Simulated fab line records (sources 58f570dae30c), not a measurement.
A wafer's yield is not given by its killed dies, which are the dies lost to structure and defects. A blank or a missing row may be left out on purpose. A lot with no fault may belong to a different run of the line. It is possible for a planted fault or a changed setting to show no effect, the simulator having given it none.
Which of the tools did it? ; flow berkeleyCmos170 ; Sampling: 14 lots, 42 wafers, 2 of 331 route steps

== WHAT EACH GAUGE READ, for each wafer ==
UCB170_V2_THK_MEAS_01. Usual: V2_TEOS_THK typically reads 2001 nm, with standard deviation 25.
lot;measured;on;V2_TEOS_THK (nm);flag
L203;day 9 04:09;filmMetro-04;1951 2011 1996;
L202;day 9 05:07;filmMetro-02;1979 1976 2035;
L204;day 9 05:20;filmMetro-02;2020 2004 2026;
L201;day 9 05:24;filmMetro-03;1957 2006 2000;
L200;day 9 05:37;filmMetro-02;2004 1998 2002;
L208;day 10 02:04;filmMetro-02;2018 2039 2020;
L212;day 10 10:39;filmMetro-03;1907 1995 2017;
L213;day 11 05:01;filmMetro-04;2001 1919 1963;
L215;day 11 19:44;filmMetro-02;1976 2038 2046;
L216;day 11 20:19;filmMetro-02;2006 1972 2017;
L217;day 11 21:46;filmMetro-02;1965 1974 2023;
L218;day 12 13:52;filmMetro-02;1992 2021 2013;
L222;day 12 23:21;filmMetro-04;2015 1996 2039;
L221;day 13 01:49;filmMetro-03;1956 2002 1982;

== WHAT TOOL EACH LOT RAN ON (gives the tool, then ch and the chambers of the sampled wafers, and finally the start) ==
lot;UCB170_V2_CVD_00
L203;pecvd-03 ch 0,1,2, day 9 03:59
L202;pecvd-04 ch 0,1, day 9 04:57
L204;pecvd-03 ch 0,2, day 9 05:11
L201;pecvd-01 ch 0,1,2, day 9 05:14
L200;pecvd-04 ch 0,1,2, day 9 05:30
L208;pecvd-03 ch 0,1,2, day 10 01:53
L212;pecvd-03 ch 0,1, day 10 10:29
L213;pecvd-03 ch 0,1, day 11 04:52
L215;pecvd-04 ch 0,1, day 11 19:35
L216;pecvd-01 ch 1,2, day 11 20:05
L217;pecvd-04 ch 0,1,2, day 11 21:36
L218;pecvd-01 ch 0,1,2, day 12 13:41
L222;pecvd-04 ch 0,2, day 12 23:11
L221;pecvd-01 ch 0,2, day 13 01:38
- UCB170_V2_CVD_00: deposits SiO2 from TEOS/O2, target thk 2000 nm, time 250 s.

== WHAT THE TOOLS THEMSELVES READ (means of the sampled wafers that have a number; where no wafer has one, the mark that the record gives instead) ==
UCB170_V2_CVD_00. Usual: heaterPowerW 254 W, standard deviation 65; rfFwdPowerW 548.8 W, standard deviation 1.8.
lot;tool;heaterPowerW (W);rfFwdPowerW (W);flag
L203;pecvd-03;283;549.8;
L202;pecvd-04;169;550.9;
L204;pecvd-03;263;550.1;
L201;pecvd-01;232;550.7;
L200;pecvd-04;196;548.4;
L208;pecvd-03;294;548.8;
L212;pecvd-03;330;528.6;OFF
L213;pecvd-03;310;506.0;OFF
L215;pecvd-04;147;548.8;
L216;pecvd-01;252;549.7;
L217;pecvd-04;223;547.5;
L218;pecvd-01;242;549.4;
L222;pecvd-04;214;547.2;
L221;pecvd-01;249;547.6;

== THE ANSWER, worked out from the rows above alone ==
Rule: a lot is off if the mean of its wafers that have a number lies more than 3 standard deviations from the usual mean. A lot without any number at a reading at which 4 lots or more have one is off too. The other lots that the step has rows for count as sound. First the gauges in route order, then the tools' own readings, where a lot's mean is used as printed above. At the first step where some lot is off, the reading lying furthest off is the one used; lots without a number count as furthest.
Off, at UCB170_V2_CVD_00 on rfFwdPowerW: L212, L213.
If a tool, at that step or one of the process steps before it, ran each lot that is off and ran no sound lot following the first of them, it fits. One fits: UCB170_V2_CVD_00 on pecvd-03. A fault onset in the window from L208 (day 10 01:53, its last sound lot) to L212 (day 10 10:29, its first lot off) fits.
The tool's own readings at UCB170_V2_CVD_00 bear it out: on the lots that are off they differ by more than 5 times the standard deviation of the sound lots' means. rfFwdPowerW reads 517.3 W there against 549.1 W on the sound lots.

== WHAT HAD BEEN PUT IN BY THE SIMULATOR ==
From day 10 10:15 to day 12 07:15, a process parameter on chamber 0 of pecvd-03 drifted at UCB170_V2_CVD_00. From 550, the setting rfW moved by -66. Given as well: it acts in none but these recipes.
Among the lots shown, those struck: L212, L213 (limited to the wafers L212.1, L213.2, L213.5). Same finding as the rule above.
